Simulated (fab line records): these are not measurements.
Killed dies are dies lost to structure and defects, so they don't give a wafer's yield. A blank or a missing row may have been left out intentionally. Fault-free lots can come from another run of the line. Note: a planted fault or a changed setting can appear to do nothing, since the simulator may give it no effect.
fab line records | flow rit-cmos
record lots=6 wafers=18 last-day=6
route steps=202 shown GATE@83 M1@202
lots that met no fault: from a run of the same line without faults
start-h: the number of hours between the record's first day and the start of the first shown wafer of the lot | wait-h: how many hours have passed since the lot's step before this one | " identical to the entry in the row above | L1.1+2: several wafers, shown together as one row | - no value, or no start given | * or withheld: withheld | < > ~ a bound
route shown NAME@n: a module of which the file shows steps, and the number in the route of the first | usual: the fault-free wafers' mean and standard deviation | same: alike in all rows | chamber/n: place in a boat | sites: per-site readings | _std_site: standard deviation of those values | _edge_site: the outer-site mean with the inner-site mean subtracted | radius-mm: how far each site lies from the wafer's centre | mask NAME#n: copy n | behind: the most recent tool/chamber to have shaped the wafer | hold: cause of the lot's hold/its duration in hours/its outcome | device: names the non-switching transistor (n, p or np) | end of line: the route-end tests of the same wafers | step lacking rows: just its recipe | killed: the dies lost at the first sort to structure and to defects; this is not the yield of the wafer | map: shows each die of a wafer: x if killed, . if not, _ if none is there
set.NAME: the run value of the setting; set.NAME@STEP: its run value at that earlier step | model.NAME: the simulator's own value behind a step, which no gauge read
certain route steps with their lots: each step a table, each wafer a row
services: the hour from which a tool's chamber was out of use, counted from the record's first day as start-h (under 0 if before that day), plus the number of hours and why
## steps
# step RIT_GATE_THK_MEAS_07
# recipe reads=SiO2_of_GATE_OXIDATION_05
# usual GATE_OXIDE_THK=2.97/0.073
# columns lot.wafer tool chamber start-h wait-h GATE_OXIDE_THK[nm]
L138.3 film-metro-01 - 47.62 0.0 2.85
L138.5 " - " " 2.87
L138.6 " - " " 2.80
L145.1 film-metro-04 - 80.10 0.0 3.01
L145.2 " - " " 3.05
L145.4 " - " " 3.04
L152.4 film-metro-02 - 113.59 0.0 3.01
L152.5 " - " " 3.07
L152.6 " - " " 2.99
L153.2 film-metro-04 - 119.25 0.0 3.00
L153.4 " - " " 2.96
L153.6 " - " " 3.02
L155.3 film-metro-04 - 126.12 0.0 2.99
L155.4 " - " " 2.99
L155.6 " - " " 2.88
L156.2 film-metro-01 - 129.82 0.0 2.79
L156.3 " - " " 2.85
L156.6 " - " " 2.84
# step RIT_GATE_CVD_08
# recipe material=poly-Si target-thk-nm=250 temp-c=610 precursor=SiH4 time-s=2220 pressure-mtorr=300 sih4-flow-sccm=100
# step RIT_GATE_THK_MEAS_09
# recipe reads=poly-Si_of_GATE_CVD_08
# usual GATE_POLY_THK=248.8/1.9
# columns lot.wafer tool chamber start-h wait-h GATE_POLY_THK[nm]
L138.3 film-metro-01 - 49.30 0.0 246.0
L138.5 " - " " 246.8
L138.6 " - " " 245.7
L145.1 film-metro-02 - 82.24 0.0 247.6
L145.2 " - " " 247.0
L145.4 " - " " 249.0
L152.4 film-metro-02 - 116.40 0.0 250.6
L152.5 " - " " 249.1
L152.6 " - " " 247.6
L153.2 film-metro-01 - 120.93 0.0 251.6
L153.4 " - " " 249.6
L153.6 " - " " 250.5
L155.3 film-metro-01 - 130.42 0.0 251.4
L155.4 " - " " 251.3
L155.6 " - " " 251.9
L156.2 film-metro-04 - 132.25 0.0 248.6
L156.3 " - " " 249.5
L156.6 " - " " 250.4
# step RIT_GATE_HMDS_10
# recipe prime-time-s=60 prime-temp-c=140
# step RIT_GATE_COAT_11
# recipe resist=NOVOLAK spin-rpm=4250 resist-thk-nm=850
# step RIT_GATE_SOFTBAKE_12
# recipe resist=NOVOLAK temp-c=90 time-s=60
# step RIT_GATE_EXPOSE_13
# recipe mask-id=M6 na=0.6 source-shape=conventional sigma-outer=0.6 target-cd-nm=150 dose-mj=380
# step RIT_GATE_PEB_14
# recipe resist=NOVOLAK temp-c=withheld time-s=withheld
# step RIT_GATE_DEVELOP_15
# recipe resist=NOVOLAK develop-time-s=50 dev-temp-c=23
# step RIT_GATE_CD_MEAS_16
# recipe target-cd-nm=150
# usual cd-nm=148.7/2.9
# columns lot.wafer tool chamber start-h wait-h cd-nm
L138.3 cd-sem-01 - 50.35 - 145.7
L138.5 " - " " 148.8
L138.6 " - " " 147.8
L145.1 cd-sem-01 - 83.28 - 151.7
L145.2 " - " " 151.2
L145.4 " - " " 150.1
L152.4 cd-sem-02 - 117.34 - 146.1
L152.5 " - " " 148.0
L152.6 " - " " 147.8
L153.2 cd-sem-02 - 121.90 - 151.3
L153.4 " - " " 151.5
L153.6 " - " " 152.0
L155.3 cd-sem-02 - 131.48 - 143.7
L155.4 " - " " 146.3
L155.6 " - " " 145.9
L156.2 cd-sem-02 - 133.17 - 154.9
L156.3 " - " " 155.8
L156.6 " - " " 156.2
# step RIT_GATE_OVL_MEAS_17
# usual GATE_OVL=-1.2/1.5
# columns lot.wafer tool chamber start-h wait-h GATE_OVL[nm]
L138.3 overlay-01 - 50.45 0.1 -1.6
L138.5 " - " " -0.9
L138.6 " - " " -1.4
L145.1 overlay-01 - 83.40 0.1 -3.8
L145.2 " - " " -2.4
L145.4 " - " " -1.2
L152.4 overlay-01 - 117.42 0.1 -3.1
L152.5 " - " " -1.2
L152.6 " - " " -0.8
L153.2 overlay-02 - 122.00 0.1 -2.7
L153.4 " - " " -0.9
L153.6 " - " " -3.4
L155.3 overlay-01 - 131.57 0.1 -1.1
L155.4 " - " " -0.8
L155.6 " - " " -1.5
L156.2 overlay-01 - 133.27 0.1 0.5
L156.3 " - " " 0.8
L156.6 " - " " 0.3
# step RIT_GATE_HARDBAKE_18
# recipe resist=NOVOLAK temp-c=140 time-s=60
# step RIT_GATE_ETCH_19
# recipe chemistry=SF6/CHF3/O2 time-s=165 SF6_flow_sccm=30 CHF3_flow_sccm=30 O2_flow_sccm=5 target=poly-Si pressure-mtorr=40 rf-w=160 target-depth-a=3125 over-etch-frac=0.25 stop-on=SiO2
# usual SF6_flow_sccm=30.00/0.082 drypump-motor-current-A=5.5/0.58 oes-product-au=0.845/0.012 over-etch-frac=0.25/0 rf-fwd-power-W=159.3/0.5 throttle-valve-pct=10.24/0.16
# same time-s=165
# columns lot.wafer tool chamber start-h wait-h SF6_flow_sccm drypump-motor-current-A oes-product-au over-etch-frac rf-fwd-power-W rf-hours-counter-h throttle-valve-pct model.NOVOLAK_of_GATE_COAT_11.thk-nm
L138.3 rie-si-01 1 50.62 0.1 30.09 4.6 0.838 0.25 159.1 2 10.27 669.7
L138.5 " 1 " " 30.02 4.6 0.844 0.25 158.8 - 10.27 670
L138.6 " 2 " " 29.91 6.0 0.849 0.25 159.0 - 10.10 672.2
L145.1 rie-si-02 3 83.58 0.1 29.91 5.0 0.832 0.25 159.2 159 10.49 674.4
L145.2 " 0 " " 30.00 6.4 0.843 0.25 159.5 63 10.04 669.7
L145.4 " 2 " " 30.09 5.4 0.843 0.25 158.4 - 10.42 673.1
L152.4 rie-si-01 2 117.58 0.1 29.99 6.0 0.864 0.25 159.5 100 10.09 668.2
L152.5 " 1 " " 29.87 4.6 0.852 0.25 159.5 - 10.26 667.5
L152.6 " 0 " " 29.87 6.1 0.864 0.25 159.6 - 10.29 671.2
L153.2 rie-si-02 0 122.27 0.1 30.06 6.4 0.858 0.25 158.5 64 10.04 666
L153.4 " 2 " " 29.75 5.4 0.846 0.25 158.5 94 10.39 670.9
L153.6 " 3 " " 29.95 5.1 0.957 0.05 159.2 - 10.49 681
L155.3 rie-si-02 1 131.74 0.1 29.87 5.2 0.843 0.25 158.2 17 10.01 669.9
L155.4 " 3 " " 29.94 5.1 0.957 0.05 159.5 0 10.49 681.3
L155.6 " 0 " " 29.91 6.4 0.851 0.25 158.6 - 10.03 666.3
L156.2 rie-si-01 2 133.45 0.1 29.99 6.0 0.861 0.25 159.5 100 10.09 670.9
L156.3 " 3 " " 30.03 5.2 0.820 0.25 159.8 1 10.36 673.3
L156.6 " 1 " " 29.99 4.6 0.850 0.25 159.7 - 10.27 673.1
# step RIT_GATE_STRIP_20
# recipe chemistry=O2 time-s=180 resist=NOVOLAK platen-temp-c=withheld power-w=500 pressure-mtorr=4000 o2-flow-sccm=4000
# usual drypump-motor-current-A=5.7/0.3
# same time-s=180
# columns lot.wafer tool chamber start-h wait-h drypump-motor-current-A rf-hours-counter-h
L138.3 plasma-asher-03 1 50.79 0.1 5.3 -
L138.5 " 1 " " 5.4 -
L138.6 " 0 " " 5.8 -
L145.1 plasma-asher-04 0 83.69 0.1 5.3 39
L145.2 " 1 " " 5.7 39
L145.4 " 1 " " 5.7 -
L152.4 plasma-asher-03 0 117.75 0.1 5.8 -
L152.5 " 1 " " 5.3 -
L152.6 " 0 " " 5.8 -
L153.2 plasma-asher-01 1 122.38 0.1 5.6 34
L153.4 " 0 " " 6.2 -
L153.6 " 0 " " 6.2 -
L155.3 plasma-asher-04 1 131.91 0.1 5.7 -
L155.4 " 0 " " 5.3 -
L155.6 " 1 " " 5.7 -
L156.2 plasma-asher-01 1 133.56 0.1 5.6 35
L156.3 " 0 " " 6.2 -
L156.6 " 1 " " 5.6 -
# step RIT_M1_PROBE_99
# columns lot.wafer tool chamber start-h wait-h hold model.etest.antenna-poly.vt-shift-v
L138.3 prober-01 - 72.49 0.2 - -0.006251
L138.5 prober-01 - 72.59 0.2 - -0.007667
L138.6 prober-01 - 72.64 0.2 - -0.005848
L145.1 prober-02 - 105.70 0.1 - -0.01283
L145.2 prober-02 - 105.75 0.1 - -0.008224
L145.4 prober-02 - 105.85 0.2 - -0.008509
L152.4 prober-01 - 140.23 0.2 - -0.006717
L152.5 prober-01 - 140.28 0.2 - -0.009229
L152.6 prober-01 - 140.33 0.2 - -0.01182
L153.2 prober-02 - 143.65 0.1 await-dispo/2.3h/release -0.008677
L153.4 prober-02 - 143.75 0.2 await-dispo/2.3h/release -0.007336
L153.6 prober-02 - 143.85 0.2 await-dispo/2.3h/release -0.004899
L155.3 prober-02 - 153.15 0.2 await-dispo/6.1h/release -0.004134
L155.4 prober-02 - 153.20 0.2 await-dispo/6.1h/release -0.002334
L155.6 prober-02 - 153.30 0.2 await-dispo/6.1h/release -0.005095
L156.2 prober-01 - 154.61 0.1 - -0.009733
L156.3 prober-01 - 154.66 0.2 - -0.01069
L156.6 prober-01 - 154.81 0.2 - -0.005458
# killed by level:class
L138.3 FOX1:geometric-particle:open=1 FOX2:geometric-particle:short=1 GATE:geometric-particle:open=1
L138.5 FOX1:geometric-particle:open=1 FOX1:geometric-particle:short=1 REOX:geometric-particle:open=1
L138.6 FOX1:geometric-particle:open=3 GATE:geometric-particle:open=2 GATE:geometric-particle:short=2 FOX2:geometric-particle:open=1 FOX2:geometric-particle:short=1 REOX:geometric-particle:open=1 SILICIDE:geometric-particle:short=1 SILICIDE:geometric-particle:open=1
L145.1 FOX2:geometric-particle:short=2 GATE:geometric-particle:open=2 REOX:geometric-particle:open=2 GATE:geometric-particle:short=1 REOX:geometric-particle:short=1 SILICIDE:geometric-particle:open=1
L145.2 GATE:geometric-particle:open=3 GATE:geometric-particle:short=2 REOX:geometric-particle:short=2 FOX2:geometric-particle:open=1 FOX2:geometric-particle:short=1 REOX:geometric-particle:open=1
L145.4 GATE:geometric-particle:short=2 GATE:geometric-particle:open=2 SILICIDE:geometric-particle:open=1
L152.4 GATE:geometric-particle:short=3 GATE:geometric-particle:open=3 FOX1:geometric-particle:open=1 FOX2:geometric-particle:open=1 REOX:geometric-particle:short=1 REOX:geometric-particle:open=1
L152.5 GATE:geometric-particle:short=2 REOX:geometric-particle:open=2 FOX1:geometric-particle:open=1 REOX:geometric-particle:short=1 SILICIDE:geometric-particle:open=1
L152.6 GATE:geometric-particle:short=3 FOX1:geometric-particle:open=2 GATE:geometric-particle:open=2 FOX1:geometric-particle:short=1 REOX:geometric-particle:open=1
L156.2 GATE:geometric-particle:open=3 GATE:geometric-particle:short=2 FOX1:geometric-particle:short=1 SILICIDE:geometric-particle:open=1
L156.6 GATE:geometric-particle:short=2 SPACER:geometric-particle:open=2 FOX1:geometric-particle:open=1 FOX2:geometric-particle:open=1 SILICIDE:geometric-particle:short=1
# map L145.2 (x killed, . not)
________......._______
_____..x..........____
____...............___
___.................__
__...x........x.....x_
__..................._
_........x............
_.....................
_.......x........x..x.
_.....................
__..................._
__........x.........._
___.................__
____...............___
_____..........x..____
________......._______
# map L152.4 (x killed, . not)
________......._______
_____.............____
____...............___
___x........x.......__
__.x................._
__..................._
_.....................
_......x......x.......
_.x...................
_.....................
__........x.........._
__x.x................_
___.................__
____...............___
_____.....x.......____
________......._______
## services
# columns tool chamber start-h hours kind
plasma-asher-01 - 39.76 1.2 repair
rie-si-02 - 45.84 0.2 repair
rie-si-01 3 54.15 - clean
rie-si-01 3 54.15 14.9 scheduled-down
rie-si-01 3 54.15 14.9 vent-cycle
plasma-asher-04 - 62.61 0.7 repair
rie-si-02 1 79.75 7.3 repair
rie-si-01 0 84.89 - clean
rie-si-01 0 84.89 18.5 scheduled-down
rie-si-01 0 84.89 18.5 vent-cycle
rie-si-02 3 90.35 8.8 repair
plasma-asher-04 - 91.79 1.4 repair
rie-si-02 3 99.19 - clean
rie-si-02 3 99.19 22.9 scheduled-down
rie-si-02 3 99.19 22.9 vent-cycle
plasma-asher-04 - 99.32 2.8 repair
plasma-asher-04 - 108.75 9.0 pm
plasma-asher-04 0 108.75 9.0 vent-cycle
plasma-asher-04 1 108.75 9.0 vent-cycle
plasma-asher-04 0 117.75 - clean
plasma-asher-04 1 117.75 - clean
## key
first-sign step=RIT_GATE_ETCH_19 reading=over-etch-frac direction=down sigmas=99+ usual=0.25 struck=0.05
effect step=RIT_GATE_ETCH_19 reading=oes-product-au direction=up sigmas=9 usual=0.845 struck=0.957
effect step=RIT_M1_PROBE_99 reading=hold direction=added
model-effect step=RIT_GATE_ETCH_19 value=NOVOLAK_of_GATE_COAT_11.thk-nm without=668.1 struck=681.1
model-effect step=RIT_M1_PROBE_99 value=etest.antenna-poly.vt-shift-v without=-0.007716 struck=-0.003616
met-at RIT_GATE_ETCH_19
struck-wafers L153.6,L155.4
sort-left-out L153.6,L155.4
tester-left-out L153,L155
onset-between 83.58 122.27
fault kind=process-parameter-drift tool=rie-si-02 chamber=3 onset-h=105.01 steps=RIT_GATE_ETCH_19 channel=over-etch-frac offset=-0.2 shape=step end-h=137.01 stated=0.25
# tester-left-out: of these lots the tester's yield and bins aren't shown, on N5 and GAA mostly nor the transistor test; their killed dies are dies lost to structure and defects alone, not to doping, threshold or leakage, so they don't give the yield
# sort-left-out: the simulated sort isn't trusted on such a fault, so these wafers' sort isn't shown, and their yield isn't known
